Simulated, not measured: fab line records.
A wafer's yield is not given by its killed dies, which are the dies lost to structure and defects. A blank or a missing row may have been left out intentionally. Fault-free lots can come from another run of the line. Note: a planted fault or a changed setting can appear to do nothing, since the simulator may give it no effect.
A struck lot beside a sound one || flow rit cmos || 34 steps out of a route of 202
Sound: the wafers L911.3, L911.5, L911.6. Struck: wafers L918.2, L918.5, L918.6. The cause is given at the end.
For every step that has rows: the tool of each side, followed by ch and its chambers, followed by its first start. Under that, the readings that differ: sound wafers || struck wafers || difference of the means || sigmas: that difference in standard deviations of wafers without a fault.
alike: words and numbers the same on both sides, and readings whose means are apart by under 2 such deviations; not compared: readings that were withheld, readings missing a value for some wafer, numbers with overlapping values and no deviation given by the record, and bounds like >300 which may hide the same value.
A row with sigmas, a row that says differs or no value, or rows on one side alone: a step with any of these is where the two part. When numbers do not overlap yet have no deviation, they are printed without sigmas and do not part them. Lack of a reading on every wafer of one side parts them only where that side has two or more wafers.

first, 2 steps without rows for these wafers: RIT_SPACER_CLEAN_02 (cleans in SC2, time 600 s); RIT_SPACER_CVD_03 (deposits Si3N4 from SiH2Cl2/NH3, target thk 250 nm, time 3300 s).
RIT_SPACER_THK_MEAS_04:
  sound: film metro-02 at day 3 11:01; struck: film metro-01 at day 4 23:47
{"reading": "SPACER_NITRIDE_THK (nm)", "sound": "254.0 256.0 257.2", "struck": "252.6 249.7 249.4", "difference": -5.2, "sigmas": -2}
RIT_SPACER_ETCHBACK_05: etches Si3N4 in SF6/CHF3, stops on SiO2, target depth 250 nm, time 240 s.
  sound on rie diel-02 ch 0,1, day 3 11:04; struck on rie diel-02 ch 1,2, day 4 23:50
  alike: chamber pressure mTorr, drypump motor current A, oes product au, throttle valve pct
  not compared: rf hours counter h
then, 6 steps without rows for these wafers: RIT_NSD_HMDS_00 (prime time 60 s); RIT_NSD_COAT_01 (resist thk 1000 nm); RIT_NSD_SOFTBAKE_02 (time 60 s); RIT_NSD_EXPOSE_03 (exposes mask M9, target cd 40700 nm); RIT_NSD_PEB_04; RIT_NSD_DEVELOP_05 (develop time 50 s).
RIT_NSD_OVL_MEAS_06:
  sound: overlay-01 at day 3 12:12; struck: overlay-02 at day 5 00:50
  alike: NSD_OVL
then, 1 step without rows for these wafers: RIT_NSD_HARDBAKE_07 (time 60 s).
RIT_NSD_IMPLANT_08:
  sound on implanter-03 ch 0, day 3 12:26; struck on implanter-02 ch 0, day 5 01:03
{"reading": "dose ions cm2", "sound": "1e+15 1.0013e+15 1.0014e+15", "struck": "1.8612e+15 1.8617e+15 1.8603e+15", "difference": "+8.6017e+14", "sigmas": "+99 or more"}
{"reading": "end station pressure torr (Torr)", "sound": "8.4e-06 7.4e-06 7.5e-06", "struck": "9.9e-06 1.04e-05 9.9e-06", "difference": "+2.3e-06", "sigmas": "+6"}
{"reading": "faraday current uA", "sound": "3126 3084 3152", "struck": "5579 5546 5961", "difference": "+2575", "sigmas": "+38"}
  alike: beam on s
RIT_NSD_STRIP_09: strips in O2, time 180 s.
  sound on plasma asher-04 ch 0,1, day 3 12:35; struck on plasma asher-02 ch 0,1, day 5 01:10
  alike: chamber pressure mTorr, drypump motor current A, o2 flow sccm
  not compared: rf hours counter h
RIT_NSD_TW_MEAS_10:
  sound: film metro-04 at day 3 12:43; struck: film metro-01 at day 5 01:22
{"reading": "NSD_TW", "sound": "3074 3054 3070", "struck": "3544 3522 3530", "difference": "+466", "sigmas": "+13"}
then, 6 steps without rows for these wafers: RIT_PSD_HMDS_00 (prime time 60 s); RIT_PSD_COAT_01 (resist thk 1000 nm); RIT_PSD_SOFTBAKE_02 (time 60 s); RIT_PSD_EXPOSE_03 (exposes mask M10, target cd 40900 nm); RIT_PSD_PEB_04; RIT_PSD_DEVELOP_05 (develop time 50 s).
RIT_PSD_OVL_MEAS_06:
  sound: overlay-01 at day 3 13:47; struck: overlay-01 at day 5 02:28
{"reading": "PSD_OVL (nm)", "sound": "0.8 3.1 1.2", "struck": "-1.2 -2.1 0.1", "difference": -2.8, "sigmas": -2}
then, 2 steps without rows for these wafers: RIT_PSD_HARDBAKE_07 (time 60 s); RIT_PSD_IMPLANT_08.
RIT_PSD_STRIP_09: strips in O2, time 180 s.
  sound on plasma asher-01 ch 0,1, day 3 14:10; struck on plasma asher-01 ch 0,1, day 5 02:47
  alike: chamber pressure mTorr, drypump motor current A, o2 flow sccm
  not compared: rf hours counter h
RIT_PSD_TW_MEAS_10:
  sound: film metro-03 at day 3 14:18; struck: film metro-04 at day 5 02:58
  alike: PSD_TW
then, 3 steps without rows for these wafers: RIT_SDANNEAL_CLEAN_00 (cleans in SC1, time 600 s); RIT_SDANNEAL_CLEAN_01 (cleans in dHF, time 30 s); RIT_SDANNEAL_CLEAN_02 (cleans in SC2, time 600 s).
RIT_SDANNEAL_RTA_03: time 5 s.
  sound on rtp anneal-01 ch 0, day 3 14:44; struck on rtp anneal-02 ch 0, day 5 03:24
  alike: wafer_temp_C_max
RIT_SDANNEAL_RS_MEAS_04: the measuring method here is four-point-probe.
  sound: film metro-03 at day 3 14:52; struck: film metro-03 at day 5 03:28
{"reading": "PSD_RS (ohm/sq)", "sound": "115.4 115.3 115.5", "struck": "116.2 116.2 116.1", "difference": "+0.8", "sigmas": "+2"}
RIT_SDANNEAL_RS_MEAS_05: the measuring method here is four-point-probe.
  sound: film metro-03 at day 3 14:59; struck: film metro-03 at day 5 03:35
{"reading": "NSD_RS (ohm/sq)", "sound": "84.0 84.1 84.0", "struck": "54.2 54.2 54.3", "difference": -29.8, "sigmas": -90}
RIT_SDANNEAL_RS_MEAS_06: the measuring method here is four-point-probe.
  sound: film metro-03 at day 3 15:06; struck: film metro-03 at day 5 03:43
  alike: PLDD_RS
RIT_M1_PROBE_99:
  sound: prober-01 at day 3 22:37; struck: prober-02 at day 5 11:01
{"reading": "model.etest.nmos_0p3.r on ohm um", "sound": "2195 2210 2150", "struck": "2025 2017 2016", "difference": -166, "sigmas": ""}
{"reading": "model.etest.nmos_0p15.r on ohm um", "sound": "1184 1176 1147", "struck": "1046 1082 1056", "difference": -108, "sigmas": ""}
{"reading": "model.etest.nmos_0p15.drive ua um", "sound": "463.2 460.4 478.8", "struck": "508.7 505.7 508.6", "difference": "+40.2", "sigmas": ""}
{"reading": "model.etest.nmos narrow.drive ua um", "sound": "219.7 222.8 230.3", "struck": "240.9 246.3 244.8", "difference": "+19.7", "sigmas": ""}
{"reading": "model.etest.nmos_0p3.drive ua um", "sound": "225 225 231.8", "struck": "245.5 247.2 246.1", "difference": "+19.0", "sigmas": ""}
{"reading": "model.etest.contact nplus.end ohm um", "sound": "43.26 43.04 44", "struck": "19.59 19.66 19.32", "difference": -23.91, "sigmas": ""}
{"reading": "model.etest.npoly line.rs ohm sq", "sound": "16.54 16.72 16.73", "struck": "16.32 16.38 16.25", "difference": -0.35, "sigmas": ""}
  alike: killed at contacts, killed at front end, killed dies, killed open, killed short
  not compared: model.etest.npoly line.line ohm um

## WHERE THEY PART
Last at RIT_SDANNEAL_RS_MEAS_05 as far as this record goes, first at RIT_SPACER_THK_MEAS_04. Later steps at which nothing parts them and some readings are alike: RIT_SDANNEAL_RS_MEAS_06, RIT_M1_PROBE_99.

WHY: the cause the simulator had injected
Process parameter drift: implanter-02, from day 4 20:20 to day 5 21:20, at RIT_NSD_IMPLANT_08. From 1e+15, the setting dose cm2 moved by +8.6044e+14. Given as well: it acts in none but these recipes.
